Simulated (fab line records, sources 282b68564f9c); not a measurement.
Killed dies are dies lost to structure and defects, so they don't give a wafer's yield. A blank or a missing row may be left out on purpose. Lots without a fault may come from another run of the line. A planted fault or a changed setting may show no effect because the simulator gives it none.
Which tool did it? | flow rit_cmos | 14 lots, 41 wafers sampled, at 3 steps of a route of 202

WHAT THE GAUGES READ, wafer by wafer
RIT_PLDD_TW_MEAS_10.
lot  | measured    | on            | PLDD_TW
L383 | day 2 22:27 | film_metro-03 | 2347 2348 2352
L384 | day 3 06:30 | film_metro-04 | 2333 2346 2334
L385 | day 3 11:49 | film_metro-04 | 2336 2349 2339
L386 | day 3 18:33 | film_metro-04 | 2331 2347 2329
L387 | day 3 22:59 | film_metro-03 | 2730 2732 2729 2722
L389 | day 4 07:29 | film_metro-03 | 2736 2731 2727 2733 2736 2740
L391 | day 4 20:32 | film_metro-03 | 2333 2328 2347
L398 | day 6 03:10 | film_metro-04 | 2363 2362 2351
L399 | day 6 05:46 | film_metro-02 | 2347 2349 2347
L400 | day 6 13:45 | film_metro-02 | 2352 2343 2352
L402 | day 6 23:52 | film_metro-02 | 2343 2330 2350
L403 | day 7 02:21 | film_metro-02 | 2330 2321 2323
L404 | day 7 09:35 | film_metro-03 | 2340 2348 2330
L406 | day 7 16:57 | film_metro-04 | 2348 2338 2344

RIT_SDANNEAL_RS_MEAS_06: measures by four-point-probe.
lot  | measured    | on            | PLDD_RS (ohm/sq)
L383 | day 3 04:38 | film_metro-04 | 178.0 178.3 178.3
L384 | day 3 12:55 | film_metro-04 | 178.2 177.7 178.3
L385 | day 3 18:12 | film_metro-02 | 177.8 178.4 178.2
L386 | day 4 00:48 | film_metro-04 | 178.5 178.3 178.1
L387 | day 4 14:01 | film_metro-03 | 152.1 151.6 151.8 151.9
L389 | day 4 16:34 | film_metro-02 | 151.5 151.0 151.1 151.6 151.0 151.4
L391 | day 5 02:53 | film_metro-04 | 178.5 178.5 178.5
L398 | day 6 10:20 | film_metro-02 | 177.7 177.9 178.8
L399 | day 6 12:15 | film_metro-03 | 179.2 179.4 179.4
L400 | day 6 19:51 | film_metro-03 | 179.2 178.8 179.0
L402 | day 7 06:14 | film_metro-03 | 178.9 179.1 179.1
L403 | day 7 08:41 | film_metro-02 | 177.8 178.3 177.6
L404 | day 7 15:50 | film_metro-04 | 178.6 178.6 178.9
L406 | day 7 23:11 | film_metro-02 | 178.5 178.5 178.2

WHICH TOOL RAN EACH LOT (tool, then ch and the chambers of the sampled wafers, then the start)
lot  | RIT_PLDD_IMPLANT_08
L383 | implanter-04 ch 0, day 2 22:07
L384 | implanter-02 ch 0, day 3 06:11
L385 | implanter-02 ch 0, day 3 11:31
L386 | implanter-04 ch 0, day 3 18:14
L387 | implanter-03 ch 0, day 3 22:05
L389 | implanter-04 ch 0, day 4 06:51
L391 | implanter-03 ch 0, day 4 20:13
L398 | implanter-02 ch 0, day 6 02:50
L399 | implanter-03 ch 0, day 6 05:26
L400 | implanter-03 ch 0, day 6 13:26
L402 | implanter-03 ch 0, day 6 23:33
L403 | implanter-03 ch 0, day 7 02:02
L404 | implanter-02 ch 0, day 7 09:16
L406 | implanter-04 ch 0, day 7 16:38
- RIT_PLDD_IMPLANT_08

WHAT THE TOOLS THEMSELVES READ (means of the sampled wafers that have a number; where no wafer has one, the mark that the record gives instead)
The record holds no such reading with a usual standard deviation.

THE ANSWER, worked out from the rows above alone
Rule: what is usual is taken from the lots themselves. Put in order of their means at a reading, lots are off if they are a third of the lots or fewer, leave a main group of 4 or more, and stand apart from it by a gap of 3 or more times the standard deviation of the main group's means; of several such gaps the widest counts. A main group whose means are all the same, to the digits that the tables above print for the reading, isn't used. A lot without any number at a reading at which 4 lots or more have one is off too. The other lots that the step has rows for count as sound. The gauges are gone through in route order, then the tools' own readings, and for those a lot's mean is taken as printed above. The first step at which some lot is off is used, and at that step the reading that is off furthest; a lot without a number counts as furthest.
Off: L387, L389, at RIT_PLDD_TW_MEAS_10 (PLDD_TW). The main group: mean 2342, standard deviation 8.2.
A tool fits if, at a process step before that reading, it ran every lot that is off, and no sound lot after the first of them. The gauges at RIT_PLDD_TW_MEAS_10 are tried like those tools. None of those tried fits.

WHAT THE SIMULATOR HAD PUT IN
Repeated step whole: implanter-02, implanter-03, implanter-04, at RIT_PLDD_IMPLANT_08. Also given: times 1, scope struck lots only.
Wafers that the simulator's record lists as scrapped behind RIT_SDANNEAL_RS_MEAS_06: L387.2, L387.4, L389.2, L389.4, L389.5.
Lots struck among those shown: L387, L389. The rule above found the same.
